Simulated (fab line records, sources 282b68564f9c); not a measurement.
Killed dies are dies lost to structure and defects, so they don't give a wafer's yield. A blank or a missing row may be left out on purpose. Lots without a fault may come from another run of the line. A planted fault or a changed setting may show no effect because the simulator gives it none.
fab line records | flow rit_cmos
record lots=7 wafers=21 last_day=10
route steps=202 shown PRETRO@69 GATE@75 FOX2@80 M1@202
lots that met no fault: from a run of the same line without faults
start_h: hours from the record's first day to the start of the lot's first wafer shown | wait_h: hours since the lot's step before | " the same as in the row above | L1.1+2: a row that stands for several wafers | - no value, or no start given | * or withheld: withheld | < > ~ a bound
route shown NAME@n: a module of which the file shows steps, and the number in the route of the first | usual: mean/standard deviation of fault-free wafers | same: alike in all rows | chamber/n: place in a boat | sites: the reading at each site | _std_site: their standard deviation | _edge_site: outer sites' mean less inner sites' | radius_mm: how far each site lies from the wafer's centre | mask NAME#n: copy n | behind: the tool/chamber that last shaped the wafer | hold: why the lot was held/for how many hours/how that ended | device: the transistor (n, p or np) that didn't switch | end of line: the same wafers' tests at the end of the route | a step without rows: its recipe alone | killed: dies lost to structure and defects at the first sort, not the wafer's yield | map: a wafer's dies, x killed, . not, _ none there
set.NAME: the setting as run; set.NAME@STEP: as run at that earlier step | model.NAME: the simulator's own value behind a step, which no gauge read
lots at some steps of the route; a table a step, a row a wafer
services: from which hour (start_h, from the record's first day; less than 0 if before it) a tool's chamber was out of use, for how many hours, and why
## steps
# step RIT_PRETRO_DEVELOP_05
# recipe resist=NOVOLAK develop_time_s=68 dev_temp_c=23
# step RIT_PRETRO_OVL_MEAS_06
# usual PRETRO_OVL=0.5/1.2
# columns lot.wafer tool chamber start_h wait_h PRETRO_OVL[nm]
L207.1 overlay-01 - 38.19 - 0.7
L207.3 " - " " 1.9
L207.4 " - " " 2.3
L210.3 overlay-01 - 51.47 - 1.5
L210.5 " - " " 1.9
L210.6 " - " " 1.1
L215.2 overlay-01 - 80.16 - 1.5
L215.3 " - " " 3.3
L215.5 " - " " 2.1
L216.3 overlay-01 - 81.50 - 0.1
L216.4 " - " " -1.5
L216.5 " - " " -0.1
L217.1 overlay-01 - 85.20 - 0.6
L217.2 " - " " 1.0
L217.5 " - " " 0.9
L220.1 overlay-01 - 98.80 - 2.8
L220.3 " - " " 1.2
L220.6 " - " " 1.0
L229.3 overlay-01 - 144.14 - -0.3
L229.4 " - " " -0.6
L229.6 " - " " -0.5
# step RIT_PRETRO_HARDBAKE_07
# recipe resist=NOVOLAK temp_c=140 time_s=120
# step RIT_PRETRO_IMPLANT_08
# recipe species=B energy_kev=45 dose_cm2=1.2e+13 tilt_deg=7
# step RIT_PRETRO_STRIP_09
# recipe chemistry=O2 time_s=180 resist=NOVOLAK platen_temp_c=withheld power_w=500 pressure_mtorr=4000 o2_flow_sccm=4000
# usual drypump_motor_current_A=6.2/0.41
# columns lot.wafer tool chamber start_h wait_h drypump_motor_current_A rf_hours_counter_h
L207.1 plasma_asher-02 0 38.63 0.1 6.4 40
L207.3 " 0 " " 6.4 -
L207.4 " 1 " " 6.5 -
L210.3 plasma_asher-03 1 51.95 0.1 6.3 -
L210.5 " 0 " " 6.1 -
L210.6 " 1 " " 6.3 -
L215.2 plasma_asher-02 1 80.59 0.1 6.5 46
L215.3 " 0 " " 6.4 -
L215.5 " 0 " " 6.4 -
L216.3 plasma_asher-02 0 81.98 0.1 6.4 -
L216.4 " 1 " " 6.5 -
L216.5 " 0 " " 6.4 -
L217.1 plasma_asher-02 0 85.63 0.1 6.4 47
L217.2 " 1 " " 6.5 47
L217.5 " 1 " " 6.5 -
L220.1 plasma_asher-01 0 99.23 0.1 6.2 32
L220.3 " 0 " " 6.2 -
L220.6 " 0 " " 6.2 -
L229.3 plasma_asher-02 0 144.62 0.1 6.4 -
L229.4 " 1 " " 6.5 -
L229.6 " 0 " " 6.3 -
# step RIT_PRETRO_TW_MEAS_10
# usual PRETRO_TW=475/5.2
# columns lot.wafer tool chamber start_h wait_h PRETRO_TW
L207.1 film_metro-04 - 38.80 0.1 470
L207.3 " - " " 470
L207.4 " - " " 469
L210.3 film_metro-04 - 52.09 0.1 473
L210.5 " - " " 472
L210.6 " - " " 472
L215.2 film_metro-01 - 80.78 0.1 478
L215.3 " - " " 478
L215.5 " - " " 479
L216.3 film_metro-04 - 82.11 0.1 470
L216.4 " - " " 470
L216.5 " - " " 470
L217.1 film_metro-02 - 85.81 0.1 480
L217.2 " - " " 483
L217.5 " - " " 482
L220.1 film_metro-01 - 99.41 0.1 481
L220.3 " - " " 478
L220.6 " - " " 477
L229.3 film_metro-04 - 144.76 0.1 474
L229.4 " - " " 474
L229.6 " - " " 473
# step RIT_GATE_WET_ETCH_00
# recipe chemistry=BOE target=SiO2 target_depth_nm=56 time_s=60 dry=n2_spin dilution=10:1 temp_c=21.5
# step RIT_GATE_CLEAN_01
# recipe chemistry=SC1 mix=3:3:50 time_s=624.4 temp_c=75
# step RIT_GATE_CLEAN_02
# recipe chemistry=dHF dilution=50:1 time_s=30
# step RIT_GATE_CLEAN_03
# recipe chemistry=SC2 mix=3:3:50 time_s=600 temp_c=75 dry=n2_spin
# step RIT_GATE_CLEAN_04
# recipe chemistry=dHF dilution=50:1 time_s=60 dry=n2_spin
# step RIT_FOX2_THK_MEAS_91
# recipe reads=SiO2_of_FOX2_OXIDATION_00
# usual FIELD_OXIDE_LEFT_2_THK=253/6.4
# columns lot.wafer tool chamber start_h wait_h FIELD_OXIDE_LEFT_2_THK[nm]
L207.1 film_metro-01 - 39.28 0.0 251
L207.3 " - " " 251
L207.4 " - " " 252
L210.3 film_metro-03 - 52.58 0.0 247
L210.5 " - " " 251
L210.6 " - " " 247
L215.2 film_metro-03 - 81.32 0.0 244
L215.3 " - " " 238
L215.5 " - " " 243
L216.3 film_metro-01 - 82.64 0.0 243
L216.4 " - " " 240
L216.5 " - " " 249
L217.1 film_metro-02 - 86.37 0.0 252
L217.2 " - " " 260
L217.5 " - " " 247
L220.1 film_metro-01 - 99.99 0.0 249
L220.3 " - " " 262
L220.6 " - " " 254
L229.3 film_metro-02 - 145.27 0.0 249
L229.4 " - " " 246
L229.6 " - " " 238
# step RIT_GATE_OXIDATION_05
# recipe temp_c=900 ambient=O2 target_thk_a=30 ox_time_s=270
# usual tube_center_temp_C=900.01/0.085
# columns lot.wafer tool chamber start_h wait_h tube_center_temp_C
L207.1 furnace-01 0 40.07 0.8 900.24
L207.3 " 0 " " 899.9
L207.4 " 0 " " 899.9
L210.3 furnace-03 0 57.79 5.2 899.93
L210.5 " 0 " " 900
L210.6 " 0 " " 900
L215.2 furnace-04 0 82.32 1.0 900.01
L215.3 " 0 " " 899.9
L215.5 " 0 " " 899.97
L229.3 furnace-01 0 145.61 0.3 900.07
L229.4 " 0 " " 900.02
L229.6 " 0 " " 900
L216.3 furnace-04 0 203.39 120.7 900.05
L216.4 " 0 " " 900
L216.5 " 0 " " 900.03
L217.1 furnace-03 0 207.53 121.2 899.94
L217.2 " 0 " " 900.07
L217.5 " 0 " " 900.22
L220.1 furnace-01 0 220.05 120.0 899.97
L220.3 " 0 " " 900.01
L220.6 " 0 " " 899.98
# step RIT_GATE_ANNEAL_06
# recipe temp_c=900 time_s=600 ambient=N2O
# step RIT_M1_PROBE_99
# usual killed_at_M0_to_M3=0.0/0.16 killed_at_contacts=0.1/0.24 killed_at_front_end=7/3.2 killed_dies=7/3.2 killed_on_rim=2.0/1.5 killed_open=3.4/2 killed_short=3.5/2.2
# same gross_dies=264 killed_at_M4_up=0 killed_at_back_side=0 killed_at_other=0
# columns lot.wafer tool chamber start_h wait_h killed_at_M0_to_M3 killed_at_contacts killed_at_front_end killed_dies killed_on_rim killed_open killed_short model.etest.nmos_0p15.gate_bv_v model.etest.pmos_0p15.gate_bv_v model.etest.pmos_0p15.bv_v model.etest.pmos_0p3.bv_v model.etest.nmos_0p3.bv_v model.etest.nmos_0p15.bv_v
L207.1 prober-01 - 68.19 0.1 0 0 5 5 2 3 2 4.709 4.58 5.589 5.587 5.404 5.404
L207.3 prober-01 - 68.29 0.2 0 0 4 4 2 4 0 4.815 4.69 5.647 5.647 5.465 5.465
L207.4 prober-01 - 68.34 0.2 0 0 4 4 2 0 4 4.755 4.628 5.635 5.633 5.412 5.412
L210.3 prober-01 - 84.55 0.2 0 1 9 10 4 4 6 4.858 4.74 5.647 5.647 5.457 5.457
L210.5 prober-01 - 84.65 0.2 0 0 9 9 0 4 5 4.817 4.694 5.601 5.6 5.441 5.441
L210.6 prober-01 - 84.70 0.2 0 0 12 12 4 5 7 4.768 4.706 5.616 5.616 5.411 5.411
L215.2 prober-02 - 107.44 0.1 0 0 5 5 1 2 3 4.849 4.731 5.654 5.653 5.488 5.488
L215.3 prober-02 - 107.49 0.2 0 0 5 5 3 2 3 4.922 4.832 5.722 5.722 5.486 5.486
L215.5 prober-02 - 107.59 0.2 0 1 10 11 6 6 5 4.852 4.774 5.664 5.663 5.492 5.492
L229.3 prober-02 - 172.33 0.2 0 0 9 9 3 5 4 4.782 4.685 5.623 5.623 5.524 5.524
L229.4 prober-02 - 172.38 0.2 0 0 4 4 1 2 2 4.713 4.611 5.579 5.578 5.496 5.496
L229.6 prober-02 - 172.48 0.2 1 0 4 5 2 2 3 4.753 4.604 5.558 5.557 5.509 5.509
L216.3 prober-01 - 231.84 0.2 0 0 9 9 2 3 6 4.492 4.388 5.411 5.41 5.306 5.306
L216.4 prober-01 - 231.89 0.2 0 0 11 11 2 3 8 4.496 4.376 5.407 5.407 5.314 5.314
L216.5 prober-01 - 231.94 0.2 0 0 7 7 3 2 5 4.512 4.388 5.428 5.427 5.305 5.305
L217.1 prober-02 - 236.75 0.1 0 0 9 9 3 3 6 4.423 4.36 5.41 5.409 5.289 5.289
L217.2 prober-02 - 236.80 0.1 0 1 5 6 2 2 4 4.445 4.337 5.404 5.403 5.296 5.296
L217.5 prober-02 - 236.95 0.2 0 0 12 12 4 5 7 4.422 4.305 5.374 5.373 5.296 5.296
L220.1 prober-01 - 246.84 0.1 0 0 5 5 0 1 4 4.456 4.386 5.432 5.432 5.319 5.319
L220.3 prober-01 - 246.94 0.2 0 0 8 8 2 3 5 4.529 4.409 5.447 5.447 5.371 5.371
L220.6 prober-01 - 247.09 0.2 0 0 5 5 1 3 2 4.464 4.356 5.405 5.405 5.333 5.333
# killed by level:class
L207.1 REOX:geometric_particle:open=2 GATE:geometric_particle:open=1 REOX:geometric_particle:short=1 SPACER:geometric_particle:short=1
L207.3 SPACER:geometric_particle:open=2 FOX2:geometric_particle:open=1 GATE:geometric_particle:open=1
L207.4 GATE:geometric_particle:short=2 REOX:geometric_particle:short=2
L210.3 GATE:geometric_particle:short=2 REOX:geometric_particle:short=2 FOX1:geometric_particle:open=1 FOX2:geometric_particle:open=1 SPACER:geometric_particle:short=1 SPACER:geometric_particle:open=1 SILICIDE:geometric_particle:open=1 CONTACT:geometric_particle:short=1
L210.5 GATE:geometric_particle:short=4 GATE:geometric_particle:open=2 REOX:geometric_particle:open=1 SILICIDE:geometric_particle:short=1 SILICIDE:geometric_particle:open=1
L210.6 SPACER:geometric_particle:open=3 SPACER:geometric_particle:short=3 GATE:geometric_particle:short=2 REOX:geometric_particle:short=2 FOX1:geometric_particle:open=1 SILICIDE:geometric_particle:open=1
L215.2 GATE:geometric_particle:short=2 GATE:geometric_particle:open=2 SPACER:geometric_particle:short=1
L215.3 FOX2:geometric_particle:short=1 FOX2:geometric_particle:open=1 GATE:geometric_particle:open=1 GATE:geometric_particle:short=1 REOX:geometric_particle:short=1
L215.5 GATE:geometric_particle:open=3 GATE:geometric_particle:short=2 SPACER:geometric_particle:open=2 FOX1:geometric_particle:open=1 REOX:geometric_particle:short=1 SPACER:geometric_particle:short=1 CONTACT:geometric_particle:short=1
L229.3 GATE:geometric_particle:open=3 GATE:geometric_particle:short=3 FOX1:geometric_particle:short=1 FOX1:geometric_particle:open=1 SPACER:geometric_particle:open=1
L229.4 FOX1:geometric_particle:short=1 FOX1:geometric_particle:open=1 GATE:geometric_particle:short=1 GATE:geometric_particle:open=1
L229.6 FOX2:geometric_particle:short=1 GATE:geometric_particle:open=1 GATE:geometric_particle:short=1 REOX:geometric_particle:open=1 M1:geometric_particle:short=1
L216.3 GATE:geometric_particle:short=4 GATE:geometric_particle:open=2 FOX1:geometric_particle:short=1 REOX:geometric_particle:short=1 REOX:geometric_particle:open=1
L216.4 GATE:geometric_particle:short=6 GATE:geometric_particle:open=2 ACTIVE:geometric_particle:open=1 FOX1:geometric_particle:short=1 SILICIDE:geometric_particle:short=1
L216.5 GATE:geometric_particle:short=2 GATE:geometric_particle:open=2 SILICIDE:geometric_particle:short=2 REOX:geometric_particle:short=1
L217.1 GATE:geometric_particle:short=4 FOX2:geometric_particle:open=2 FOX2:geometric_particle:short=1 GATE:geometric_particle:open=1 REOX:geometric_particle:short=1
L217.2 REOX:geometric_particle:short=2 FOX2:geometric_particle:short=1 FOX2:geometric_particle:open=1 SPACER:geometric_particle:open=1 CONTACT:geometric_particle:short=1
L217.5 REOX:geometric_particle:short=3 FOX2:geometric_particle:open=2 GATE:geometric_particle:short=2 FOX1:geometric_particle:open=1 FOX2:geometric_particle:short=1 GATE:geometric_particle:open=1 SPACER:geometric_particle:open=1 SILICIDE:geometric_particle:short=1
L220.1 GATE:geometric_particle:short=2 SPACER:geometric_particle:short=2 REOX:geometric_particle:open=1
L220.3 GATE:geometric_particle:open=2 GATE:geometric_particle:short=2 SPACER:geometric_particle:short=2 REOX:geometric_particle:open=1 SILICIDE:geometric_particle:short=1
L220.6 FOX1:geometric_particle:open=1 GATE:geometric_particle:open=1 GATE:geometric_particle:short=1 REOX:geometric_particle:open=1 SILICIDE:geometric_particle:short=1
## services
# columns tool chamber start_h hours kind
furnace-01 - 18.69 1.5 repair
furnace-01 - 91.82 3.3 pm
furnace-04 - 102.16 3.5 pm
plasma_asher-02 - 108.75 9.0 pm
plasma_asher-02 0 108.75 9.0 vent_cycle
plasma_asher-02 1 108.75 9.0 vent_cycle
furnace-03 - 110.06 3.1 pm
plasma_asher-01 - 114.96 0.6 repair
plasma_asher-02 0 117.75 - clean
plasma_asher-02 1 117.75 - clean
plasma_asher-03 - 121.60 2.2 repair
furnace-01 - 148.00 4.2 pm
plasma_asher-02 - 160.97 0.9 repair
plasma_asher-03 - 172.03 2.8 pm
## key
first_sign step=RIT_GATE_OXIDATION_05 reading=wait_h direction=changed
effect none on later readings
model_effect step=RIT_M1_PROBE_99 value=etest.nmos_0p15.gate_bv_v without=4.875 struck=4.471
met_at RIT_GATE_OXIDATION_05
struck_wafers L216.3,L216.4,L216.5,L217.1,L217.2,L217.5,L220.1,L220.3,L220.6
tester_left_out L216,L217,L220
fault kind=queue_time_violation tool=furnace-01,furnace-03,furnace-04 chamber=0 onset_h=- steps=RIT_GATE_OXIDATION_05 delay_hr=120 scope=struck_lots_only
# tester_left_out: of these lots the tester's yield and bins aren't shown, on N5 and GAA mostly nor the transistor test; their killed dies are dies lost to structure and defects alone, not to doping, threshold or leakage, so they don't give the yield
